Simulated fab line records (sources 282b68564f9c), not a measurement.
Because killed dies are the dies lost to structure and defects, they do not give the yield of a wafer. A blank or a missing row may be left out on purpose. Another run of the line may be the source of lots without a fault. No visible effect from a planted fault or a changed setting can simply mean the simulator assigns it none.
A lot that was struck, set against a sound lot :: flow rit_cmos :: 45 steps out of a route of 202
Sound: wafers L820.1, L820.3, L820.6. Wafers struck: L811.1, L811.4, L811.6. The cause is given at the end.
Each step with rows lists, per side, the tool, then ch with its chambers, then its first start. Under that, the readings that differ: sound wafers :: struck wafers :: difference of the means :: sigmas: that difference in standard deviations of wafers without a fault.
alike: readings whose means differ by less than 2 such deviations, and words and numbers that are the same on both sides. not compared: withheld readings, readings that some wafer has no value for, bounds like >300 that may hide the same value, and numbers for which the record gives no deviation and whose values overlap.
The two part at a step that has a row with sigmas, a row that says differs or no value, or rows on one side only. When numbers do not overlap yet have no deviation, they are printed without sigmas and do not part them. Lack of a reading on every wafer of one side parts them only where that side has two or more wafers.

first, 2 steps without rows for these wafers: RIT_NLDD_HARDBAKE_07 (time 60 s); RIT_NLDD_IMPLANT_08.
RIT_NLDD_STRIP_09: strips in O2, time 180 s.
  sound on plasma_asher-03 ch 0,1, day 6 02:10; struck on plasma_asher-02 ch 0,1, day 4 13:18
  alike: drypump_motor_current_A
  not compared: rf_hours_counter_h
RIT_NLDD_TW_MEAS_10:
  sound on film_metro-03, day 6 02:20; struck on film_metro-03, day 4 13:28
  alike: NLDD_TW
then, 6 steps without rows for these wafers: RIT_PLDD_HMDS_00 (prime time 60 s); RIT_PLDD_COAT_01 (resist thk 1000 nm); RIT_PLDD_SOFTBAKE_02 (time 60 s); RIT_PLDD_EXPOSE_03 (exposes mask M8, target cd 40900 nm); RIT_PLDD_PEB_04; RIT_PLDD_DEVELOP_05 (develop time 50 s).
RIT_PLDD_OVL_MEAS_06:
  sound on overlay-02, day 6 03:22; struck on overlay-02, day 4 14:23
  alike: PLDD_OVL
then, 1 step without rows for these wafers: RIT_PLDD_HARDBAKE_07 (time 60 s).
RIT_PLDD_IMPLANT_08:
  sound on implanter-02 ch 0, day 6 03:34; struck on implanter-04 ch 0, day 4 14:34
reading: dose_ions_cm2
sound: 8.998e+14 9.005e+14 9.007e+14
struck: 8.396e+14 8.4e+14 8.404e+14
difference: -6.033e+13
sigmas: -63

reading: faraday_current_uA
sound: 2864 2789 2743
struck: 2726 2627 2592
difference: -150
sigmas: -2
RIT_PLDD_STRIP_09: strips in O2, time 180 s.
  sound on plasma_asher-02 ch 1, day 6 03:43; struck on plasma_asher-01 ch 0,1, day 4 14:43
  alike: drypump_motor_current_A
  not compared: rf_hours_counter_h
RIT_PLDD_TW_MEAS_10:
  sound on film_metro-01, day 6 03:53; struck on film_metro-02, day 4 14:53
reading: PLDD_TW
sound: 2338 2330 2337
struck: 2289 2288 2296
difference: -44
sigmas: -2
then, 4 steps without rows for these wafers: RIT_SPACER_CLEAN_00 (cleans in SC1, time 600 s); RIT_SPACER_CLEAN_01 (cleans in dHF, time 30 s); RIT_SPACER_CLEAN_02 (cleans in SC2, time 600 s); RIT_SPACER_CVD_03 (deposits Si3N4 from SiH2Cl2/NH3, target thk 250 nm, time 3300 s).
RIT_SPACER_THK_MEAS_04:
  sound on film_metro-03, day 6 07:34; struck on film_metro-02, day 4 17:14
  alike: SPACER_NITRIDE_THK
RIT_SPACER_ETCHBACK_05: etches Si3N4 in SF6/CHF3, stops on SiO2, target depth 250 nm, time 240 s.
  sound on rie_diel-03 ch 0,1,3, day 6 07:37; struck on rie_diel-03 ch 0,2,3, day 4 17:18
  alike: drypump_motor_current_A, oes_product_au, throttle_valve_pct
  not compared: rf_hours_counter_h
then, 6 steps without rows for these wafers: RIT_NSD_HMDS_00 (prime time 60 s); RIT_NSD_COAT_01 (resist thk 1000 nm); RIT_NSD_SOFTBAKE_02 (time 60 s); RIT_NSD_EXPOSE_03 (exposes mask M9, target cd 40700 nm); RIT_NSD_PEB_04; RIT_NSD_DEVELOP_05 (develop time 50 s).
RIT_NSD_OVL_MEAS_06:
  sound on overlay-01, day 6 08:37; struck on overlay-01, day 4 18:25
  alike: NSD_OVL
then, 2 steps without rows for these wafers: RIT_NSD_HARDBAKE_07 (time 60 s); RIT_NSD_IMPLANT_08.
RIT_NSD_STRIP_09: strips in O2, time 180 s.
  sound on plasma_asher-03 ch 0, day 6 08:57; struck on plasma_asher-03 ch 0,1, day 4 18:46
  alike: drypump_motor_current_A
  not compared: rf_hours_counter_h
RIT_NSD_TW_MEAS_10:
  sound on film_metro-01, day 6 09:08; struck on film_metro-02, day 4 18:56
  alike: NSD_TW
then, 6 steps without rows for these wafers: RIT_PSD_HMDS_00 (prime time 60 s); RIT_PSD_COAT_01 (resist thk 1000 nm); RIT_PSD_SOFTBAKE_02 (time 60 s); RIT_PSD_EXPOSE_03 (exposes mask M10, target cd 40900 nm); RIT_PSD_PEB_04; RIT_PSD_DEVELOP_05 (develop time 50 s).
RIT_PSD_OVL_MEAS_06:
  sound on overlay-02, day 6 10:02; struck on overlay-02, day 4 19:58
reading: PSD_OVL (nm)
sound: -0.9 -2.1 -1.0
struck: 3.1 3.0 0.7
difference: +3.6
sigmas: +3
then, 2 steps without rows for these wafers: RIT_PSD_HARDBAKE_07 (time 60 s); RIT_PSD_IMPLANT_08.
RIT_PSD_STRIP_09: strips in O2, time 180 s.
  sound on plasma_asher-03 ch 0,1, day 6 10:22; struck on plasma_asher-03 ch 0,1, day 4 20:25
  alike: drypump_motor_current_A
  not compared: rf_hours_counter_h
RIT_SDANNEAL_RS_MEAS_06: the measuring method here is four-point-probe.
  sound on film_metro-01, day 6 11:27; struck on film_metro-03, day 4 21:40
reading: PLDD_RS (ohm/sq)
sound: 179.4 179.7 179.6
struck: 185.9 186.3 185.9
difference: +6.5
sigmas: +14
  not compared: hold
RIT_SDANNEAL_RS_MEAS_07: the measuring method here is four-point-probe.
  sound on film_metro-01, day 6 11:34; struck on film_metro-03, day 5 00:07
reading: hold
sound: - - -
struck: await_dispo/2.3h/release await_dispo/2.3h/release await_dispo/2.3h/release
difference: no value on the sound wafers
sigmas: 
  alike: NLDD_RS
RIT_M1_PROBE_99:
  sound on prober-02, day 6 18:59; struck on prober-01, day 5 08:31
reading: killed_at_contacts
sound: 0 0 0
struck: 0 2 0
difference: +1
sigmas: +2
  alike: killed_at_front_end, killed_dies, killed_on_rim, killed_open, killed_short

## WHERE THEY PART
First at RIT_PLDD_IMPLANT_08; last, within this record, at RIT_M1_PROBE_99.

WHY: what the simulator had put in
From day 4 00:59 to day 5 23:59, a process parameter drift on implanter-04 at RIT_PLDD_IMPLANT_08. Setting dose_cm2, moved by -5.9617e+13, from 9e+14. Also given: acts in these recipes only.
